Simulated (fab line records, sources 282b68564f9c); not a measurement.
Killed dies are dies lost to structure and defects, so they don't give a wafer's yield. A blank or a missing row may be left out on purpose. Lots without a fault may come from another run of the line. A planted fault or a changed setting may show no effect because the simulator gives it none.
Split-lot experiment | flow rit_cmos | 5 lots, 23 wafers read, on a route of 202 steps

THE SPLIT
At RIT_NLDD_COAT_01 (resist thk 1000 nm), the setting resist_thk_nm was moved away from the recipe's 1000 nm on 9 of the 23 wafers read, by -2.9% to +5.9%. The other wafers ran this setting at the recipe's value.

FROM THE SPLIT TO THE READING: what the file shows between them, 3 steps
- RIT_NLDD_SOFTBAKE_02: time 60 s
- RIT_NLDD_EXPOSE_03: exposes mask M7, target cd 40700 nm
- RIT_NLDD_DEVELOP_05: develop time 50 s

THE READING
NOVOLAK_of_NLDD_COAT_01.thk_nm (the simulator's own value, which no gauge read), in nm, at RIT_NLDD_HARDBAKE_07 (time 60 s). The file gives no usual value for it. The 14 wafers here that ran the recipe average 882.9 nm, standard deviation 2.4 nm.

wafer  | tool, chamber at the split | resist_thk_nm as run, nm | against the recipe | NOVOLAK_of_NLDD_COAT_01.thk_nm, nm | against lot-mates on the recipe
L076.1 | litho_track-01, 0          | 1000                     | recipe             | 880.3                              | -
L076.3 | litho_track-01, 0          | 1000                     | recipe             | 880.7                              | -
L076.4 | litho_track-01, 0          | 1000                     | recipe             | 879.6                              | -
L077.2 | litho_track-03, 0          | 1000                     | recipe             | 879.3                              | -
L077.3 | litho_track-03, 0          | 971.3                    | -2.9%              | 856.8                              | -25.1
L077.4 | litho_track-03, 0          | 1000                     | recipe             | 883.2                              | -
L077.6 | litho_track-03, 0          | 1000                     | recipe             | 883.2                              | -
L077.5 | litho_track-03, 0          | 971.3                    | -2.9%              | 860.5                              | -21.4
L078.2 | litho_track-03, 0          | 1017                     | +1.7%              | 899.3                              | +13.9
L078.3 | litho_track-03, 0          | 1000                     | recipe             | 886.3                              | -
L078.4 | litho_track-03, 0          | 1000                     | recipe             | 885.1                              | -
L078.5 | litho_track-03, 0          | 1000                     | recipe             | 884.8                              | -
L078.6 | litho_track-03, 0          | 1017                     | +1.7%              | 900.5                              | +15.1
L079.1 | litho_track-01, 0          | 1018                     | +1.8%              | 896.1                              | +14.3
L079.6 | litho_track-01, 0          | 1018                     | +1.8%              | 896.1                              | +14.3
L079.3 | litho_track-01, 0          | 1000                     | recipe             | 879.9                              | -
L079.4 | litho_track-01, 0          | 1018                     | +1.8%              | 895.3                              | +13.5
L079.5 | litho_track-01, 0          | 1000                     | recipe             | 883.7                              | -
L082.1 | litho_track-04, 0          | 1059                     | +5.9%              | 936.1                              | +51.3
L082.3 | litho_track-04, 0          | 1000                     | recipe             | 886.3                              | -
L082.4 | litho_track-04, 0          | 1059                     | +5.9%              | 934.1                              | +49.3
L082.5 | litho_track-04, 0          | 1000                     | recipe             | 883.5                              | -
L082.6 | litho_track-04, 0          | 1000                     | recipe             | 884.6                              | -

THE FIT
A straight line over all 23 wafers: NOVOLAK_of_NLDD_COAT_01.thk_nm changes by +8.69 nm for each +1% of resist_thk_nm; r = +0.99; the points scatter about the line by 2.4 nm.
The same after taking each lot's own level away (the mean of its wafers on the recipe; 23 wafers): +8.38 nm for each +1%; r = +1.00; scatter 1.4 nm.
On that fit, the largest move of resist_thk_nm shifts the reading by 49 nm.
The lots' own levels span 880.20 to 885.40 nm, that is 2.2 times the standard deviation above.
So the lot-to-lot level changes the slope little: the two slopes agree.
Check: with one of the wafers moved furthest among these (+5.9%) left out of the fit, the line predicts +48.5 nm for it against its lot-mates. It came out at +51.3 nm against them.

OTHER SPLITS ON THESE WAFERS
These wafers also went through other splits before the reading. Each is held against what the fit with the lots' levels taken away leaves over:
other split on the same wafers     | wafers away from the commonest value | r with NOVOLAK_of_NLDD_COAT_01.thk_nm (lot level and that fit taken away)
RIT_GATE_DEVELOP_15 develop_time_s | 8                                    | +0.02

THE WHOLE CHAIN: every reading that the file lists as answering this split, in the file's order
step                 | what it does       | reading                                                                         | change (the file's fit)              | r (the file's)
RIT_NLDD_COAT_01     | resist thk 1000 nm | NOVOLAK_of_NLDD_COAT_01.thk_nm (the simulator's own value, which no gauge read) | +9.62 nm for each +1% of the setting | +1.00
RIT_NLDD_HARDBAKE_07 | time 60 s          | NOVOLAK_of_NLDD_COAT_01.thk_nm (the simulator's own value, which no gauge read) | +8.41 nm for each +1% of the setting | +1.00

THE FILE'S OWN FIT
NOVOLAK_of_NLDD_COAT_01.thk_nm changes by +8.41 nm for each +1% of resist_thk_nm, r = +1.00.
